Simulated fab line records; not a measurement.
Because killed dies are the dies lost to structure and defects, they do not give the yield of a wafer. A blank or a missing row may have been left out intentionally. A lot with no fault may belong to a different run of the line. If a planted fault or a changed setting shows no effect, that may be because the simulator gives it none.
Struck lot and sound lot, side by side ; flow berkeley-cmos170 ; 15 out of 331 route steps
Sound: these wafers, L675.3, L675.4, L675.5. Struck: wafers L681.4, L681.6. (L681.3 of the same lot was not struck and is left out.) The cause comes at the end.
Each step with rows lists, per side, the tool, then ch with its chambers, then its first start. Under that, the readings that differ: sound wafers ; struck wafers ; difference of the means ; sigmas: that difference in standard deviations of wafers without a fault.
alike: same words and numbers on both sides, and readings whose means sit less than 2 such deviations apart. not compared: any withheld reading, any reading some wafer has no value for, any bound like >300 that may hide the same value, and any number with overlapping values for which the record gives no deviation.
A row with sigmas, a row that says differs or no value, or rows on one side alone: a step with any of these is where the two part. Numbers that don't overlap but have no deviation are shown without sigmas and don't part them. A reading that every wafer of one side lacks parts them only if that side has two wafers or more.

first, 2 steps without rows for these wafers: UCB170_M2_COAT_05 (resist thk 900 nm); UCB170_M2_SOFTBAKE_06 (time 60 s).
UCB170_M2_STRIP_07: strips in O2.
  sound on plasma-asher-01 ch 0,1, day 11 07:56; struck on plasma-asher-01 ch 0,1, day 12 14:10
  alike: drypump-motor-current-A, oes-product-au, strip-time-to-endpoint-s
  not compared: rf-hours-counter-h
then, 7 steps without rows for these wafers: UCB170_M2_STRIP_08 (strips KrF in DMSO, time 600 s); UCB170_M2_COAT_09; UCB170_M2_COAT_10 (resist thk 900 nm); UCB170_M2_SOFTBAKE_11 (time 60 s); UCB170_M2_EXPOSE_12 (exposes mask METAL2, target cd 700 nm); UCB170_M2_PEB_13; UCB170_M2_DEVELOP_14 (develop time 45 s).
UCB170_M2_CD_MEAS_15 targets a cd of 700 nm.
  sound on cd-sem-01 at day 11 10:14; struck on cd-sem-01 at day 12 15:53
  alike: cd-nm
UCB170_M2_OVL_MEAS_16:
  sound on overlay-01 at day 11 10:20; struck on overlay-02 at day 12 15:59
  alike: M2_OVL
UCB170_M2_ETCH_17: etches BARC in N2/H2.
  sound on rie-diel-01 ch 1,2, day 11 10:21; struck on rie-diel-01 ch 3, day 12 16:00
reading;sound;struck;difference;sigmas
oes-product-au (a.u.);0.964 0.993 0.969;0.773 0.783;-0.197;-9
  alike: bias-w, drypump-motor-current-A, throttle-valve-pct
UCB170_M2_METAL_ETCH_18: etches Al in Cl2/BCl3, stops on SiO2, target depth 1170 nm, time 195 s.
  sound on rie-metal-03 ch 0,1, day 11 10:28; struck on rie-metal-03 ch 0, day 12 16:10
  alike: bias-w, drypump-motor-current-A, oes-product-au, throttle-valve-pct
  not compared: rf-hours-counter-h
UCB170_M3_PROBE_99:
  sound wafers here have rows in the record (prober-01, day 11 18:08); struck ones have none

WHERE THEY PART
At UCB170_M2_ETCH_17 first; at UCB170_M3_PROBE_99 last (within this record only).

WHY: the cause the simulator had injected
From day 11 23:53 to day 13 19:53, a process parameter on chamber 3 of rie-diel-01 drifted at UCB170_M2_ETCH_17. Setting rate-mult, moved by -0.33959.
